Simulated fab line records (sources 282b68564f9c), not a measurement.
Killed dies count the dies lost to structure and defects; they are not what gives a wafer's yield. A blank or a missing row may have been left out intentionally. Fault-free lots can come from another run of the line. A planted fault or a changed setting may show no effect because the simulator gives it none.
Which tool is to blame? / flow rit cmos / Sampling: 14 lots, 42 wafers, 5 of 202 route steps

WHAT THE GAUGES SHOWED, per wafer
RIT_ACTIVE_THK_MEAS_02.
lot=L622; measured=day 1 12:10; on=film metro-03; ACTIVE_OXIDE_THK (nm)=47.4 47.7 47.6
lot=L623; measured=day 1 17:16; on=film metro-03; ACTIVE_OXIDE_THK (nm)=46.6 46.4 46.3
lot=L624; measured=day 2 00:59; on=film metro-02; ACTIVE_OXIDE_THK (nm)=48.3 49.4 48.7
lot=L625; measured=day 2 03:04; on=film metro-04; ACTIVE_OXIDE_THK (nm)=47.3 47.6 48.0
lot=L627; measured=day 2 16:13; on=film metro-02; ACTIVE_OXIDE_THK (nm)=47.0 47.1 47.5
lot=L632; measured=day 3 15:29; on=film metro-02; ACTIVE_OXIDE_THK (nm)=46.5 46.4 46.1
lot=L633; measured=day 3 20:16; on=film metro-02; ACTIVE_OXIDE_THK (nm)=48.5 48.9 48.3
lot=L634; measured=day 4 00:50; on=film metro-02; ACTIVE_OXIDE_THK (nm)=47.3 46.8 47.0
lot=L636; measured=day 4 12:43; on=film metro-02; ACTIVE_OXIDE_THK (nm)=47.5 48.0 47.5
lot=L638; measured=day 4 20:49; on=film metro-02; ACTIVE_OXIDE_THK (nm)=47.5 46.7 47.3
lot=L642; measured=day 5 17:49; on=film metro-02; ACTIVE_OXIDE_THK (nm)=47.0 46.3 46.5
lot=L643; measured=day 5 21:03; on=film metro-03; ACTIVE_OXIDE_THK (nm)=45.3 45.3 46.0
lot=L644; measured=day 6 03:44; on=film metro-02; ACTIVE_OXIDE_THK (nm)=46.4 47.5 47.2
lot=L645; measured=day 6 08:14; on=film metro-04; ACTIVE_OXIDE_THK (nm)=46.6 46.3 46.0

RIT_PRETRO_TW_MEAS_10.
lot=L622; measured=day 2 12:41; on=film metro-04; PRETRO_TW=480.1 477.3 477.7
lot=L623; measured=day 2 17:49; on=film metro-01; PRETRO_TW=477.4 479.2 478.1
lot=L624; measured=day 2 23:10; on=film metro-04; PRETRO_TW=478.6 479.1 479.2
lot=L625; measured=day 3 07:13; on=film metro-03; PRETRO_TW=483.3 481.9 480.4
lot=L627; measured=day 3 14:17; on=film metro-01; PRETRO_TW=482.9 483.8 480.8
lot=L632; measured=day 4 15:47; on=film metro-03; PRETRO_TW=478.6 484.8 481.2
lot=L633; measured=day 4 21:23; on=film metro-03; PRETRO_TW=480.2 482.2 481.5
lot=L634; measured=day 5 01:53; on=film metro-04; PRETRO_TW=482.0 475.8 482.4
lot=L636; measured=day 5 11:01; on=film metro-01; PRETRO_TW=478.8 479.6 480.9
lot=L638; measured=day 5 19:16; on=film metro-01; PRETRO_TW=475.8 473.3 477.2
lot=L642; measured=day 6 15:53; on=film metro-04; PRETRO_TW=461.1 460.1 457.1
lot=L643; measured=day 6 19:01; on=film metro-03; PRETRO_TW=458.3 458.3 459.1
lot=L644; measured=day 7 00:49; on=film metro-04; PRETRO_TW=475.3 472.9 477.6
lot=L645; measured=day 7 07:15; on=film metro-04; PRETRO_TW=478.2 478.7 479.2

RIT_NLDD_OVL_MEAS_06.
lot=L622; measured=day 3 03:58; on=overlay-02; NLDD_OVL (nm)=-1.3 0.2 -1.8
lot=L623; measured=day 3 07:16; on=overlay-01; NLDD_OVL (nm)=-0.3 -2.6 0.3
lot=L624; measured=day 3 14:32; on=overlay-01; NLDD_OVL (nm)=-1.3 -0.9 -0.2
lot=L625; measured=day 3 19:12; on=overlay-02; NLDD_OVL (nm)=-0.4 0.7 0.8
lot=L627; measured=day 4 03:15; on=overlay-02; NLDD_OVL (nm)=2.1 1.1 2.0
lot=L632; measured=day 5 03:08; on=overlay-02; NLDD_OVL (nm)=0.0 -0.3 0.0
lot=L633; measured=day 5 11:04; on=overlay-01; NLDD_OVL (nm)=0.4 1.7 -0.8
lot=L634; measured=day 5 16:58; on=overlay-01; NLDD_OVL (nm)=1.5 -0.7 2.7
lot=L636; measured=day 6 01:59; on=overlay-01; NLDD_OVL (nm)=-3.2 -1.9 -3.4
lot=L638; measured=day 6 07:12; on=overlay-02; NLDD_OVL (nm)=3.4 0.0 1.7
lot=L642; measured=day 7 03:45; on=overlay-02; NLDD_OVL (nm)=4.0 4.0 2.7
lot=L643; measured=day 7 06:20; on=overlay-01; NLDD_OVL (nm)=0.6 1.2 0.1
lot=L644; measured=day 7 15:44; on=overlay-01; NLDD_OVL (nm)=1.2 1.9 2.2
lot=L645; measured=day 7 18:08; on=overlay-02; NLDD_OVL (nm)=0.8 -0.3 -0.6

WHICH TOOL RAN EACH LOT (tool, then ch and the chambers of the sampled wafers, then the start)
lot=L622; RIT_NWELL_STRIP_09=plasma asher-02 ch 0,1, day 2 02:24; RIT_PRETRO_IMPLANT_08=implanter-04 ch 0, day 2 12:24
lot=L623; RIT_NWELL_STRIP_09=plasma asher-04 ch 0,1, day 2 04:50; RIT_PRETRO_IMPLANT_08=implanter-04 ch 0, day 2 17:31
lot=L624; RIT_NWELL_STRIP_09=plasma asher-02 ch 0,1, day 2 09:38; RIT_PRETRO_IMPLANT_08=implanter-04 ch 0, day 2 22:50
lot=L625; RIT_NWELL_STRIP_09=plasma asher-02 ch 0, day 2 20:34; RIT_PRETRO_IMPLANT_08=implanter-04 ch 0, day 3 06:55
lot=L627; RIT_NWELL_STRIP_09=plasma asher-03 ch 0,1, day 3 00:59; RIT_PRETRO_IMPLANT_08=implanter-02 ch 0, day 3 13:58
lot=L632; RIT_NWELL_STRIP_09=plasma asher-03 ch 0,1, day 4 05:22; RIT_PRETRO_IMPLANT_08=implanter-03 ch 0, day 4 15:28
lot=L633; RIT_NWELL_STRIP_09=plasma asher-04 ch 0,1, day 4 09:29; RIT_PRETRO_IMPLANT_08=implanter-02 ch 0, day 4 21:03
lot=L634; RIT_NWELL_STRIP_09=plasma asher-02 ch 0,1, day 4 13:10; RIT_PRETRO_IMPLANT_08=implanter-02 ch 0, day 5 01:34
lot=L636; RIT_NWELL_STRIP_09=plasma asher-02 ch 0,1, day 4 22:58; RIT_PRETRO_IMPLANT_08=implanter-02 ch 0, day 5 10:41
lot=L638; RIT_NWELL_STRIP_09=plasma asher-02 ch 0,1, day 5 07:33; RIT_PRETRO_IMPLANT_08=implanter-04 ch 0, day 5 18:57
lot=L642; RIT_NWELL_STRIP_09=plasma asher-03 ch 0, day 6 04:50; RIT_PRETRO_IMPLANT_08=implanter-04 ch 0, day 6 15:35
lot=L643; RIT_NWELL_STRIP_09=plasma asher-03 ch 0, day 6 08:52; RIT_PRETRO_IMPLANT_08=implanter-04 ch 0, day 6 18:41
lot=L644; RIT_NWELL_STRIP_09=plasma asher-03 ch 0,1, day 6 12:29; RIT_PRETRO_IMPLANT_08=implanter-02 ch 0, day 7 00:29
lot=L645; RIT_NWELL_STRIP_09=plasma asher-02 ch 0,1, day 6 20:55; RIT_PRETRO_IMPLANT_08=implanter-02 ch 0, day 7 06:56
- RIT_NWELL_STRIP_09: strips in O2, time 180 s.
- RIT_PRETRO_IMPLANT_08

AS READ BY THE TOOLS THEMSELVES (means over the sampled wafers that have a number; for cases with no such wafer, the mark the record gives instead)
RIT_NWELL_STRIP_09.
lot=L622; tool=plasma asher-02; drypump motor current A (A)=6.0; o2 flow sccm (sccm)=4006
lot=L623; tool=plasma asher-04; drypump motor current A (A)=6.2; o2 flow sccm (sccm)=4003
lot=L624; tool=plasma asher-02; drypump motor current A (A)=6.0; o2 flow sccm (sccm)=3989
lot=L625; tool=plasma asher-02; drypump motor current A (A)=6.2; o2 flow sccm (sccm)=4006
lot=L627; tool=plasma asher-03; drypump motor current A (A)=5.6; o2 flow sccm (sccm)=3998
lot=L632; tool=plasma asher-03; drypump motor current A (A)=5.6; o2 flow sccm (sccm)=4001
lot=L633; tool=plasma asher-04; drypump motor current A (A)=6.2; o2 flow sccm (sccm)=3999
lot=L634; tool=plasma asher-02; drypump motor current A (A)=5.9; o2 flow sccm (sccm)=4000
lot=L636; tool=plasma asher-02; drypump motor current A (A)=6.0; o2 flow sccm (sccm)=3998
lot=L638; tool=plasma asher-02; drypump motor current A (A)=5.9; o2 flow sccm (sccm)=4001
lot=L642; tool=plasma asher-03; drypump motor current A (A)=5.9; o2 flow sccm (sccm)=3997
lot=L643; tool=plasma asher-03; drypump motor current A (A)=5.8; o2 flow sccm (sccm)=3986
lot=L644; tool=plasma asher-03; drypump motor current A (A)=5.6; o2 flow sccm (sccm)=4000
lot=L645; tool=plasma asher-02; drypump motor current A (A)=6.0; o2 flow sccm (sccm)=4006

RIT_PRETRO_IMPLANT_08.
lot=L622; tool=implanter-04; dose ions cm2=1.2008e+13; faraday current uA=38.1
lot=L623; tool=implanter-04; dose ions cm2=1.2009e+13; faraday current uA=37.9
lot=L624; tool=implanter-04; dose ions cm2=1.2004e+13; faraday current uA=38.4
lot=L625; tool=implanter-04; dose ions cm2=1.2002e+13; faraday current uA=37.9
lot=L627; tool=implanter-02; dose ions cm2=1.2004e+13; faraday current uA=38.6
lot=L632; tool=implanter-03; dose ions cm2=1.2008e+13; faraday current uA=38.0
lot=L633; tool=implanter-02; dose ions cm2=1.2002e+13; faraday current uA=37.7
lot=L634; tool=implanter-02; dose ions cm2=1.2004e+13; faraday current uA=37.7
lot=L636; tool=implanter-02; dose ions cm2=1.2013e+13; faraday current uA=38.2
lot=L638; tool=implanter-04; dose ions cm2=1.1992e+13; faraday current uA=37.7
lot=L642; tool=implanter-04; dose ions cm2=1.0560e+13; faraday current uA=33.5
lot=L643; tool=implanter-04; dose ions cm2=1.0569e+13; faraday current uA=33.6
lot=L644; tool=implanter-02; dose ions cm2=1.2009e+13; faraday current uA=37.4
lot=L645; tool=implanter-02; dose ions cm2=1.2000e+13; faraday current uA=38.1

THE ANSWER, worked out from the rows above alone
Rule: usual is defined by the lots themselves. Put in order of their means at a reading, lots are off if they are a third of the lots or fewer, leave a main group of 4 or more, and stand apart from it by a gap of 3 or more times the standard deviation of the main group's means; of several such gaps the widest counts. A main group whose means are all the same, to the digits that the tables above print for the reading, isn't used. Also off: a lot with no number at a reading for which 4 or more lots have one. Any other lot the step has rows for is counted as sound. Order of review: gauges by route order, followed by the tools' own readings, for which a lot's mean as printed above is used. At the first step where some lot is off, the reading lying furthest off is the one used; lots without a number count as furthest.
Off: L642, L643, seen at RIT_PRETRO_TW_MEAS_10 (PRETRO_TW). Main group: mean 479.3, sd 2.2.
If a tool, at a process step before that reading, ran all the lots that are off and no sound lot after the first of them, it fits. Not tried: the gauges at RIT_PRETRO_TW_MEAS_10; whatever is off there is also off at RIT_PRETRO_IMPLANT_08, on other tools, and gauge error can't account for it. One candidate fits, namely implanter-04 at RIT_PRETRO_IMPLANT_08. A fault onset in the window from L638 (day 5 18:57, its last sound lot) to L642 (day 6 15:35, its first lot off) fits.
The tool's own readings at RIT_PRETRO_IMPLANT_08 bear it out: on the lots that are off they differ by more than 5 times the standard deviation of the sound lots' means. dose ions cm2 reads 1.0564e+13 there against 1.2005e+13 on the sound lots; faraday current uA reads 33.5 there against 38.0 on the sound lots.

WHAT HAD BEEN PUT IN BY THE SIMULATOR
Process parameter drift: implanter-04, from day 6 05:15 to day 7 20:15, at RIT_PRETRO_IMPLANT_08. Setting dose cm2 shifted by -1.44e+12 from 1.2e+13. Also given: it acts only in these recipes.
Struck lots among those shown: L642, L643. The same result came from the rule above.
